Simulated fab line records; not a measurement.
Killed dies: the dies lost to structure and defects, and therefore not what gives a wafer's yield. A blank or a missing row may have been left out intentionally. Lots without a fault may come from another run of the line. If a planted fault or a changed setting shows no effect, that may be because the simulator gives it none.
Lot-split experiment    flow berkeley_cmos170    27 wafers read from 5 lots, route of 331 steps

ON THE SPLIT
At UCB170_SPACER_CVD_00 (deposits SiO2 from TEOS/O2, target thk 376 nm, time 47 s), the setting time_s was moved away from the recipe's 47 s on 12 of the 27 wafers read, by -57.1% to +46.0%. All remaining wafers had this setting at the recipe value.

FROM THE SPLIT TO THE READING: what the file shows between them, 2 steps
- UCB170_SPACER_THK_MEAS_01
- UCB170_SPACER_ANNEAL_02: time 1800 s

THE READING
oes_product_au, in a.u., at UCB170_SPACER_ETCHBACK_03 (etches SiO2 in CHF3/CF4/Ar, stops on Si, target depth 376 nm, time 100 s). Fault-free wafers of this fab line usually give 0.896 a.u., standard deviation 0.016 a.u.

wafer   tool, chamber at the split  time_s as run, s  against the recipe  oes_product_au, a.u.  against lot-mates on the recipe
L074.1  pecvd-01, 2                 47                recipe              0.877                 -
L074.5  pecvd-01, 2                 47                recipe              0.896                 -
L074.6  pecvd-01, 1                 47                recipe              0.908                 -
L079.1  pecvd-01, 1                 62.11             +32.1%              1.023                 +0.136
L079.2  pecvd-01, 2                 47                recipe              0.880                 -
L079.3  pecvd-01, 0                 47                recipe              0.871                 -
L079.4  pecvd-01, 1                 62.11             +32.1%              1.021                 +0.134
L079.5  pecvd-01, 2                 62.11             +32.1%              1.015                 +0.128
L079.6  pecvd-01, 0                 47                recipe              0.910                 -
L081.1  pecvd-02, 1                 20.16             -57.1%              0.519                 -0.373
L081.2  pecvd-02, 2                 47                recipe              0.880                 -
L081.3  pecvd-02, 0                 20.16             -57.1%              0.515                 -0.377
L081.4  pecvd-02, 0                 20.16             -57.1%              0.509                 -0.383
L081.5  pecvd-02, 1                 47                recipe              0.913                 -
L081.6  pecvd-02, 2                 47                recipe              0.882                 -
L082.1  pecvd-02, 2                 68.63             +46.0%              1.024                 +0.122
L082.2  pecvd-02, 1                 68.63             +46.0%              1.024                 +0.122
L082.3  pecvd-02, 0                 47                recipe              0.886                 -
L082.4  pecvd-02, 0                 47                recipe              0.927                 -
L082.5  pecvd-02, 2                 47                recipe              0.892                 -
L082.6  pecvd-02, 1                 68.63             +46.0%              0.974                 +0.072
L085.1  pecvd-02, 1                 47                recipe              0.922                 -
L085.2  pecvd-02, 2                 20.71             -55.9%              0.558                 -0.350
L085.3  pecvd-02, 0                 47                recipe              0.888                 -
L085.4  pecvd-02, 1                 20.71             -55.9%              0.543                 -0.365
L085.5  pecvd-02, 0                 20.71             -55.9%              0.516                 -0.392
L085.6  pecvd-02, 2                 47                recipe              0.914                 -

FIT RESULTS
A straight line over all 27 wafers: oes_product_au changes by +0.0052 a.u. for each +1% of time_s; r = +0.96; the points scatter about the line by 0.05 a.u.
The same after taking each lot's own level away (the mean of its wafers on the recipe; 27 wafers): +0.00525 a.u. for each +1%; r = +0.96; scatter 0.051 a.u.
According to that fit, moving time_s by its largest amount changes the reading by 0.3 a.u.
Measured against the standard deviation above, the lots' own levels, which go from 0.8870 to 0.9080 a.u., span 1.3 times it.
So the lot-to-lot level changes the slope little: the two slopes agree.
Check: for one of the wafers moved furthest among these (-57.1%), held out of the fit, the line's prediction against its lot-mates is -0.33 a.u. Against them it came out at -0.373 a.u.

FURTHER SPLITS ON THESE WAFERS
Other splits were also applied to these wafers ahead of the reading. Each is held against what the fit with the lots' levels taken away leaves over:
other split on the same wafers           wafers away from the commonest value  r with oes_product_au (lot level and that fit taken away)
UCB170_NWELL_ETCH_13 target_depth_a      12                                    -0.14
UCB170_WELLDRIVE_OXIDATION_01 ox_time_s  18                                    +0.04
UCB170_FIELD_OXIDATION_01 ox_time_s      18                                    +0.23

THE WHOLE CHAIN: every reading that the file lists as answering this split, in the file's order
step                       what it does                                                              reading                                                                        change (the file's fit)                                                              r (the file's)
UCB170_SPACER_CVD_00       deposits SiO2 from TEOS/O2, target thk 376 nm, time 47 s                  SiO2_of_SPACER_CVD_00.thk_nm (the simulator's own value, which no gauge read)  +3.79 nm for each +1% of the setting                                                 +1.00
UCB170_SPACER_THK_MEAS_01                                                                            SPACER_TEOS_THK                                                                +3.79 for each +1% of the setting                                                    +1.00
UCB170_SPACER_ETCHBACK_03  etches SiO2 in CHF3/CF4/Ar, stops on Si, target depth 376 nm, time 100 s  oes_product_au                                                                 +0.00538 a.u. for each +1% of the setting                                            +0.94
UCB170_SPACER_ETCHBACK_03  etches SiO2 in CHF3/CF4/Ar, stops on Si, target depth 376 nm, time 100 s  etch.depth_nm (the simulator's own value, which no gauge read)                 +3.17 nm for each +1% of the setting                                                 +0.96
UCB170_M3_PROBE_99                                                                                   etest.ppoly_line.line_ohm_um (the simulator's own value, which no gauge read)  not straight: 16.06 at the lowest setting, 15.59 at the recipe, 8965 at the highest  not given
UCB170_M3_PROBE_99                                                                                   etest.ppoly_line.rs_ohm_sq (the simulator's own value, which no gauge read)    not straight: 5.078 at the lowest setting, 5.003 at the recipe, 3085 at the highest  not given
UCB170_M3_PROBE_99                                                                                   etest.ppoly_sal.rs_ohm_sq (the simulator's own value, which no gauge read)     not straight: 4.267 at the lowest setting, 4.217 at the recipe, 3065 at the highest  not given

THE FILE'S OWN FIT
oes_product_au changes by +0.00538 a.u. for each +1% of time_s, r = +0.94.
